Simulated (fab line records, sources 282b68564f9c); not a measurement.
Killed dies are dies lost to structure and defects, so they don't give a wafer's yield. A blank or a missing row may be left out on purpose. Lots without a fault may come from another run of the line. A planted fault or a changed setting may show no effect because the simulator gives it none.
Split-lot experiment | flow rit_cmos | 5 lots, 23 wafers read, on a route of 202 steps

THE SPLIT
At RIT_NSD_COAT_01 (resist thk 1000 nm), the setting spin_rpm was moved away from the recipe's 3250 rpm on 8 of the 23 wafers read, by -4.7% to +5.9%. The other wafers ran this setting at the recipe's value.

FROM THE SPLIT TO THE READING: what the file shows between them, 3 steps
- RIT_NSD_SOFTBAKE_02: time 60 s
- RIT_NSD_EXPOSE_03: exposes mask M9, target cd 40700 nm
- RIT_NSD_DEVELOP_05: develop time 50 s

THE READING
NOVOLAK_of_NSD_COAT_01.thk_nm (the simulator's own value, which no gauge read), in nm, at RIT_NSD_HARDBAKE_07 (time 60 s). The file gives no usual value for it. The 15 wafers here that ran the recipe average 885.3 nm, standard deviation 1.7 nm.

wafer  | tool, chamber at the split | spin_rpm as run, rpm | against the recipe | NOVOLAK_of_NSD_COAT_01.thk_nm, nm | against lot-mates on the recipe
L078.1 | litho_track-03, 0          | 3250                 | recipe             | 887.2                             | -
L078.2 | litho_track-03, 0          | 3250                 | recipe             | 885.3                             | -
L078.3 | litho_track-03, 0          | 3097                 | -4.7%              | 908                               | +21.8
L078.5 | litho_track-03, 0          | 3097                 | -4.7%              | 906.8                             | +20.5
L078.6 | litho_track-03, 0          | 3097                 | -4.7%              | 906                               | +19.8
L079.1 | litho_track-02, 0          | 3250                 | recipe             | 885.7                             | -
L079.2 | litho_track-02, 0          | 3250                 | recipe             | 886.7                             | -
L079.3 | litho_track-02, 0          | 3250                 | recipe             | 885.4                             | -
L079.5 | litho_track-02, 0          | 3250                 | recipe             | 886.2                             | -
L079.6 | litho_track-02, 0          | 3250                 | recipe             | 883.5                             | -
L080.2 | litho_track-01, 0          | 3250                 | recipe             | 883.9                             | -
L080.4 | litho_track-01, 0          | 3250                 | recipe             | 884.5                             | -
L080.6 | litho_track-01, 0          | 3250                 | recipe             | 880.3                             | -
L081.2 | litho_track-03, 0          | 3250                 | recipe             | 886.5                             | -
L081.3 | litho_track-03, 0          | 3345                 | +2.9%              | 873.3                             | -12.5
L081.4 | litho_track-03, 0          | 3345                 | +2.9%              | 876.1                             | -9.6
L081.5 | litho_track-03, 0          | 3250                 | recipe             | 885                               | -
L081.6 | litho_track-03, 0          | 3345                 | +2.9%              | 873.7                             | -12.0
L085.1 | litho_track-01, 0          | 3443                 | +5.9%              | 860.6                             | -25.8
L085.2 | litho_track-01, 0          | 3250                 | recipe             | 886.3                             | -
L085.3 | litho_track-01, 0          | 3443                 | +5.9%              | 861.1                             | -25.3
L085.4 | litho_track-01, 0          | 3250                 | recipe             | 885.7                             | -
L085.5 | litho_track-01, 0          | 3250                 | recipe             | 887.3                             | -

THE FIT
A straight line over all 23 wafers: NOVOLAK_of_NSD_COAT_01.thk_nm changes by -4.27 nm for each +1% of spin_rpm; r = -0.99; the points scatter about the line by 1.7 nm.
The same after taking each lot's own level away (the mean of its wafers on the recipe; 23 wafers): -4.29 nm for each +1%; r = -0.99; scatter 1.2 nm.
On that fit, the largest move of spin_rpm shifts the reading by 25 nm.
The lots' own levels span 882.90 to 886.43 nm, that is 2.1 times the standard deviation above.
So the lot-to-lot level changes the slope little: the two slopes agree.
Check: with one of the wafers moved furthest among these (+5.9%) left out of the fit, the line predicts -25.1 nm for it against its lot-mates. It came out at -25.8 nm against them.

OTHER SPLITS ON THESE WAFERS
These wafers also went through other splits before the reading. Each is held against what the fit with the lots' levels taken away leaves over:
other split on the same wafers | wafers away from the commonest value | r with NOVOLAK_of_NSD_COAT_01.thk_nm (lot level and that fit taken away)
RIT_SPACER_CVD_03 temp_c       | 15                                   | -0.11

THE WHOLE CHAIN: every reading that the file lists as answering this split, in the file's order
step                | what it does       | reading                                                                        | change (the file's fit)              | r (the file's)
RIT_NSD_COAT_01     | resist thk 1000 nm | NOVOLAK_of_NSD_COAT_01.thk_nm (the simulator's own value, which no gauge read) | -4.89 nm for each +1% of the setting | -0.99
RIT_NSD_HARDBAKE_07 | time 60 s          | NOVOLAK_of_NSD_COAT_01.thk_nm (the simulator's own value, which no gauge read) | -4.28 nm for each +1% of the setting | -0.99

THE FILE'S OWN FIT
NOVOLAK_of_NSD_COAT_01.thk_nm changes by -4.28 nm for each +1% of spin_rpm, r = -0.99.
